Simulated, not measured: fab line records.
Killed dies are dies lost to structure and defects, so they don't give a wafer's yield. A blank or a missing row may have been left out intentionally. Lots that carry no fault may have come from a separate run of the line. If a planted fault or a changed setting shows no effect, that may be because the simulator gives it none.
Which tool was responsible? || flow berkeley_cmos170 || Sampling: 13 lots, 39 wafers, 2 of 331 route steps

WHAT THE GAUGES READ, wafer by wafer
UCB170_V1_THK_MEAS_04. Usual: V1_POLISHED_THK 1000.5 nm, standard deviation 1.2.
{"lot": "L345", "measured": "day 7 03:07", "on": "film_metro-04", "V1_POLISHED_THK (nm)": "999.6 999.2 999.4", "flag": ""}
{"lot": "L344", "measured": "day 7 03:08", "on": "film_metro-01", "V1_POLISHED_THK (nm)": "998.3 1001.6 1001.1", "flag": ""}
{"lot": "L346", "measured": "day 7 07:00", "on": "film_metro-04", "V1_POLISHED_THK (nm)": "998.3 1000.9 1000.5", "flag": ""}
{"lot": "L347", "measured": "day 8 02:41", "on": "film_metro-02", "V1_POLISHED_THK (nm)": "1000.3 1000.1 999.3", "flag": ""}
{"lot": "L348", "measured": "day 8 02:42", "on": "film_metro-04", "V1_POLISHED_THK (nm)": "1001.4 1000.5 1002.3", "flag": ""}
{"lot": "L354", "measured": "day 9 05:47", "on": "film_metro-04", "V1_POLISHED_THK (nm)": "1001.5 1003.1 1001.5", "flag": ""}
{"lot": "L360", "measured": "day 10 12:05", "on": "film_metro-01", "V1_POLISHED_THK (nm)": "1000.2 1000.9 1001.0", "flag": ""}
{"lot": "L361", "measured": "day 10 14:56", "on": "film_metro-02", "V1_POLISHED_THK (nm)": "1002.0 1000.6 999.8", "flag": ""}
{"lot": "L362", "measured": "day 11 06:57", "on": "film_metro-04", "V1_POLISHED_THK (nm)": "999.1 999.2 999.5", "flag": ""}
{"lot": "L363", "measured": "day 11 07:14", "on": "film_metro-01", "V1_POLISHED_THK (nm)": "1001.6 998.7 998.7", "flag": ""}
{"lot": "L365", "measured": "day 11 17:31", "on": "film_metro-02", "V1_POLISHED_THK (nm)": "1000.4 999.8 1000.3", "flag": ""}
{"lot": "L366", "measured": "day 11 17:34", "on": "film_metro-04", "V1_POLISHED_THK (nm)": "1001.5 1002.4 1001.6", "flag": ""}
{"lot": "L367", "measured": "day 11 21:52", "on": "film_metro-02", "V1_POLISHED_THK (nm)": "998.9 999.9 1000.7", "flag": ""}

UCB170_M2_RS_MEAS_02: uses a four-point probe to measure. Usual: M2_AL_RS 0.0323 ohm/sq, standard deviation 0.00039.
{"lot": "L345", "measured": "day 7 06:04", "on": "film_metro-01", "M2_AL_RS (ohm/sq)": "0.0322 0.0327 0.0326", "flag": ""}
{"lot": "L344", "measured": "day 7 06:18", "on": "film_metro-03", "M2_AL_RS (ohm/sq)": "0.0325 0.0325 0.0323", "flag": ""}
{"lot": "L346", "measured": "day 7 10:25", "on": "film_metro-01", "M2_AL_RS (ohm/sq)": "0.0334 0.0332 0.0330", "flag": ""}
{"lot": "L347", "measured": "day 8 06:13", "on": "film_metro-01", "M2_AL_RS (ohm/sq)": "0.0325 0.0325 0.0326", "flag": ""}
{"lot": "L348", "measured": "day 8 05:43", "on": "film_metro-01", "M2_AL_RS (ohm/sq)": "0.0320 0.0322 0.0325", "flag": ""}
{"lot": "L354", "measured": "day 9 08:10", "on": "film_metro-01", "M2_AL_RS (ohm/sq)": "0.0318 0.0321 0.0320", "flag": ""}
{"lot": "L360", "measured": "day 10 14:48", "on": "film_metro-04", "M2_AL_RS (ohm/sq)": "0.0324 0.0328 0.0330", "flag": ""}
{"lot": "L361", "measured": "day 10 16:53", "on": "film_metro-01", "M2_AL_RS (ohm/sq)": "0.0324 0.0319 0.0324", "flag": ""}
{"lot": "L362", "measured": "day 11 11:22", "on": "film_metro-04", "M2_AL_RS (ohm/sq)": "0.0322 0.0323 0.0325", "flag": ""}
{"lot": "L363", "measured": "day 11 10:47", "on": "film_metro-01", "M2_AL_RS (ohm/sq)": "0.0318 0.0321 0.0324", "flag": ""}
{"lot": "L365", "measured": "day 11 19:51", "on": "film_metro-01", "M2_AL_RS (ohm/sq)": "0.0323 0.0323 0.0326", "flag": ""}
{"lot": "L366", "measured": "day 11 20:08", "on": "film_metro-03", "M2_AL_RS (ohm/sq)": "0.0325 0.0326 0.0326", "flag": ""}
{"lot": "L367", "measured": "day 11 23:42", "on": "film_metro-01", "M2_AL_RS (ohm/sq)": "0.0320 0.0325 0.0320", "flag": ""}

WHICH TOOL RAN EACH LOT (tool, then ch and the chambers of the sampled wafers, then the start)
Record: no process step prior to these readings.

AS READ BY THE TOOLS THEMSELVES (means over the sampled wafers that have a number; for cases with no such wafer, the mark the record gives instead)
The record holds no such reading with a usual standard deviation.

THE ANSWER, worked out from the rows above alone
Rule: a lot counts as off when the mean over its wafers that have a number is more than 3 standard deviations away from the usual mean. Also off: a lot with no number at a reading for which 4 or more lots have one. The other lots that the step has rows for count as sound. The gauges are gone through in route order, then the tools' own readings, and for those a lot's mean is taken as printed above. The first step at which some lot is off is used, and at that step the reading that is off furthest; a lot without a number counts as furthest.
Nothing can be told from this: no lot is off at any reading shown.

WHAT WAS PUT IN BY THE SIMULATOR
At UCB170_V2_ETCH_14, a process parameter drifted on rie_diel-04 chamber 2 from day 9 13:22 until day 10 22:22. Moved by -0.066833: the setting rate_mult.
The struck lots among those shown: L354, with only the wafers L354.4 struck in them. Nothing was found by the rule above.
